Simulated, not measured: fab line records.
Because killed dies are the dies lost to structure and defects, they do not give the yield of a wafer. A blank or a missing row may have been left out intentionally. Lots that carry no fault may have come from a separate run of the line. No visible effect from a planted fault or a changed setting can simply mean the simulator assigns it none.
fab line records	flow ritCmos
record: lots: 5	wafers: 23
route steps=202 shown SILICIDE@162 M1@190
startH: start of the lot's first displayed wafer, in hours after the record's first day	waitH: time in hours since the lot's previous step	" same as the row above	L1.1+2: a single row standing in for several wafers	- no value, or no start was given	* or withheld: withheld	< > ~ a bound
route shown NAME@n: NAME is a module with steps in the file, n the number in the route of the first one	usual: average and standard deviation across the fault-free wafers	same: alike in all rows	chamber/n: place in a boat	sites: readings site by site	_std_site: the standard deviation of these	_edge_site: mean of outer sites minus mean of inner sites	radiusMm: how far each site lies from the wafer's centre	mask NAME#n: copy n	behind: the most recent tool/chamber to have shaped the wafer	hold: cause of the lot's hold/its duration in hours/its outcome	device: names the non-switching transistor (n, p or np)	end of line: tests of these same wafers at the route's end	step lacking rows: just its recipe	killed: dies lost to structure and defects at the first sort, not the wafer's yield	map: the dies of a wafer, with x for killed, . for not killed, _ for no die there
set.NAME: setting as actually run; set.NAME@STEP: the setting as run at that earlier step	model.NAME: the simulator's own value behind a step, which no gauge read
lots whose settings were changed on purpose; a table a step, a row a wafer
== steps ==
step: RIT_SILICIDE_SPUTTER_01
recipe: material: Ti	targetThkNm: 30	powerW: 350	chamberPressurePa: 0.667	gas: Ar	timeS: 240	substrateTempC: 25
lot.wafer	tool	chamber	startH	waitH	set.timeS	model.Ti_of_SILICIDE_SPUTTER_01.thkNm
L075.1	pvdSputter-03	-	60.55	0.0	240	30.06
L075.2	"	-	"	"	240	30.16
L075.3	"	-	"	"	240	30.31
L075.4	"	-	"	"	240	29.89
L075.6	"	-	"	"	240	30.22
L078.1	pvdSputter-04	-	76.96	0.0	211.3	26.34
L078.2	"	-	"	"	240	30.16
L078.4	"	-	"	"	240	30.39
L078.5	"	-	"	"	211.3	26.73
L078.6	"	-	"	"	211.3	26.59
L079.1	pvdSputter-02	-	78.89	0.0	240	29.44
L079.3	"	-	"	"	240	29.4
L079.6	"	-	"	"	240	30.36
L082.1	pvdSputter-03	-	93.83	0.0	240	29.92
L082.2	"	-	"	"	226	28.59
L082.4	"	-	"	"	240	30.43
L082.5	"	-	"	"	240	30.41
L082.6	"	-	"	"	226	28.58
L084.1	pvdSputter-03	-	105.04	0.0	240	29.95
L084.2	"	-	"	"	267.4	33.43
L084.3	"	-	"	"	267.4	33.5
L084.4	"	-	"	"	240	30.33
L084.5	"	-	"	"	267.4	33.85
step: RIT_SILICIDE_RS_MEAS_02
recipe: thkMeasGauge: four-point-probe	reads: Ti_of_SILICIDE_SPUTTER_01
usual: SILICIDE_TI_RS: 47.8/0.62
lot.wafer	tool	chamber	startH	waitH	set.timeS@SILICIDE_SPUTTER_01	SILICIDE_TI_RS[ohm/sq]
L075.1	filmMetro-02	-	60.70	0.1	240	47.7
L075.2	"	-	"	"	240	47.6
L075.3	"	-	"	"	240	47.3
L075.4	"	-	"	"	240	48.1
L075.6	"	-	"	"	240	47.5
L078.1	filmMetro-03	-	77.11	0.1	211.3	56.5
L078.2	"	-	"	"	240	47.7
L078.4	"	-	"	"	240	47.1
L078.5	"	-	"	"	211.3	55.3
L078.6	"	-	"	"	211.3	55.8
L079.1	filmMetro-03	-	79.04	0.1	240	49.1
L079.3	"	-	"	"	240	49.2
L079.6	"	-	"	"	240	47.2
L082.1	filmMetro-02	-	93.98	0.1	240	48.0
L082.2	"	-	"	"	226	50.9
L082.4	"	-	"	"	240	47.0
L082.5	"	-	"	"	240	47.1
L082.6	"	-	"	"	226	50.8
L084.1	filmMetro-02	-	105.19	0.1	240	47.9
L084.2	"	-	"	"	267.4	41.8
L084.3	"	-	"	"	267.4	41.7
L084.4	"	-	"	"	240	47.3
L084.5	"	-	"	"	267.4	41.2
step: RIT_SILICIDE_THK_MEAS_03
recipe: thkMeasGauge: xrf	reads: Ti_of_SILICIDE_SPUTTER_01
usual: SILICIDE_TI_THK: 30.1/0.31
lot.wafer	tool	chamber	startH	waitH	set.timeS@SILICIDE_SPUTTER_01	SILICIDE_TI_THK[nm]
L075.1	filmMetro-02	-	60.82	0.1	240	30.0
L075.2	"	-	"	"	240	30.0
L075.3	"	-	"	"	240	30.3
L075.4	"	-	"	"	240	29.8
L075.6	"	-	"	"	240	30.1
L078.1	filmMetro-03	-	77.23	0.1	211.3	26.5
L078.2	"	-	"	"	240	30.4
L078.4	"	-	"	"	240	30.5
L078.5	"	-	"	"	211.3	26.9
L078.6	"	-	"	"	211.3	26.7
L079.1	filmMetro-03	-	79.16	0.1	240	29.7
L079.3	"	-	"	"	240	29.6
L079.6	"	-	"	"	240	30.6
L082.1	filmMetro-02	-	94.10	0.1	240	29.7
L082.2	"	-	"	"	226	28.4
L082.4	"	-	"	"	240	30.2
L082.5	"	-	"	"	240	30.2
L082.6	"	-	"	"	226	28.4
L084.1	filmMetro-02	-	105.31	0.1	240	29.9
L084.2	"	-	"	"	267.4	33.3
L084.3	"	-	"	"	267.4	33.3
L084.4	"	-	"	"	240	30.2
L084.5	"	-	"	"	267.4	33.7
step: RIT_M1_EXPOSE_06
recipe: maskId: M12	na: 0.6	sourceShape: conventional	sigmaOuter: 0.5	targetCdNm: 2600	doseMj: 250
lot.wafer	tool	chamber	startH	waitH	mask	set.doseMj
L075.1+2+3+4+6	ilineStepper-02	0	64.29	0.1	M12#0	250
L078.1+4+5	ilineStepper-02	0	80.73	0.2	M12#0	241.6
L078.2+6	"	0	"	"	M12#0	250
L079.1+3+6	ilineStepper-01	0	82.83	0.2	M12#0	250
L082.1+2+6	ilineStepper-02	0	97.72	0.3	M12#0	250
L082.4+5	"	0	"	"	M12#0	242.1
L084.1+5	ilineStepper-02	0	109.04	0.2	M12#0	250
L084.2+3+4	"	0	"	"	M12#0	256.7
step: RIT_M1_PEB_07
recipe: resist: NOVOLAK	tempC: withheld	timeS: withheld
step: RIT_M1_DEVELOP_08
recipe: resist: NOVOLAK	developTimeS: 68	devTempC: 23
step: RIT_M1_CD_MEAS_09
recipe: targetCdNm: 2600
usual: cdNm: 2599.8/2.3
lot.wafer	tool	chamber	startH	waitH	set.doseMj@M1_EXPOSE_06	cdNm
L075.1	cdSem-01	-	64.72	-	250	2600.8
L075.2	"	-	"	"	250	2600.1
L075.3	"	-	"	"	250	2603.5
L075.4	"	-	"	"	250	2600.4
L075.6	"	-	"	"	250	2599.0
L078.1	cdSem-01	-	81.16	-	241.6	2613.3
L078.2	"	-	"	"	250	2604.5
L078.4	"	-	"	"	241.6	2612.7
L078.5	"	-	"	"	241.6	2615.0
L078.6	"	-	"	"	250	2604.1
L079.1	cdSem-01	-	83.26	-	250	2597.7
L079.3	"	-	"	"	250	2597.3
L079.6	"	-	"	"	250	2597.4
L082.1	cdSem-01	-	98.21	-	250	2600.2
L082.2	"	-	"	"	250	2599.3
L082.4	"	-	"	"	242.1	2607.2
L082.5	"	-	"	"	242.1	2607.3
L082.6	"	-	"	"	250	2597.6
L084.1	cdSem-01	-	109.47	-	250	2602.4
L084.2	"	-	"	"	256.7	2592.1
L084.3	"	-	"	"	256.7	2593.5
L084.4	"	-	"	"	256.7	2594.1
L084.5	"	-	"	"	250	2600.3
step: RIT_M1_HARDBAKE_11
recipe: resist: NOVOLAK	tempC: 140	timeS: 120
step: RIT_M1_STRIP_13
recipe: chemistry: nmp	resist: NOVOLAK	tempC: 80	timeS: 600	dry: n2Spin
step: RIT_M1_STRIP_14
recipe: chemistry: O2	timeS: 180	platenTempC: withheld	powerW: 500	pressureMtorr: 4000	o2FlowSccm: 4000
step: RIT_M1_CD_MEAS_90
recipe: targetCdNm: 2600
usual: cdNm: 2599.8/2.5
lot.wafer	tool	chamber	startH	waitH	set.doseMj@M1_EXPOSE_06	cdNm
L075.1	cdSem-01	-	65.63	0.1	250	2602.2
L075.2	"	-	"	"	250	2601.8
L075.3	"	-	"	"	250	2604.7
L075.4	"	-	"	"	250	2601.6
L075.6	"	-	"	"	250	2600.0
L078.1	cdSem-02	-	82.26	0.1	241.6	2614.1
L078.2	"	-	"	"	250	2604.9
L078.4	"	-	"	"	241.6	2613.2
L078.5	"	-	"	"	241.6	2616.2
L078.6	"	-	"	"	250	2604.7
L079.1	cdSem-02	-	84.20	0.1	250	2596.9
L079.3	"	-	"	"	250	2597.4
L079.6	"	-	"	"	250	2597.0
L082.1	cdSem-01	-	99.13	0.1	250	2602.6
L082.2	"	-	"	"	250	2598.9
L082.4	"	-	"	"	242.1	2610.2
L082.5	"	-	"	"	242.1	2606.9
L082.6	"	-	"	"	250	2598.4
L084.1	cdSem-01	-	110.49	0.2	250	2600.6
L084.2	"	-	"	"	256.7	2592.0
L084.3	"	-	"	"	256.7	2594.6
L084.4	"	-	"	"	256.7	2592.0
L084.5	"	-	"	"	250	2600.4
== key ==
split: step: RIT_SILICIDE_SPUTTER_01	setting: timeS	stated: 240	by: wafer
response: step: RIT_SILICIDE_SPUTTER_01	reading: model.Ti_of_SILICIDE_SPUTTER_01.thkNm	change: +0.305	per: 1%	r: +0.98
response: step: RIT_SILICIDE_RS_MEAS_02	reading: SILICIDE_TI_RS	change: -0.619	per: 1%	r: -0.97
response: step: RIT_SILICIDE_THK_MEAS_03	reading: SILICIDE_TI_THK	change: +0.303	per: 1%	r: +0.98
split: step: RIT_M1_EXPOSE_06	setting: doseMj	stated: 250	by: wafer
response: step: RIT_M1_CD_MEAS_09	reading: cdNm	change: -2.78	per: 1%	r: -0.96
response: step: RIT_M1_CD_MEAS_90	reading: cdNm	change: -2.81	per: 1%	r: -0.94
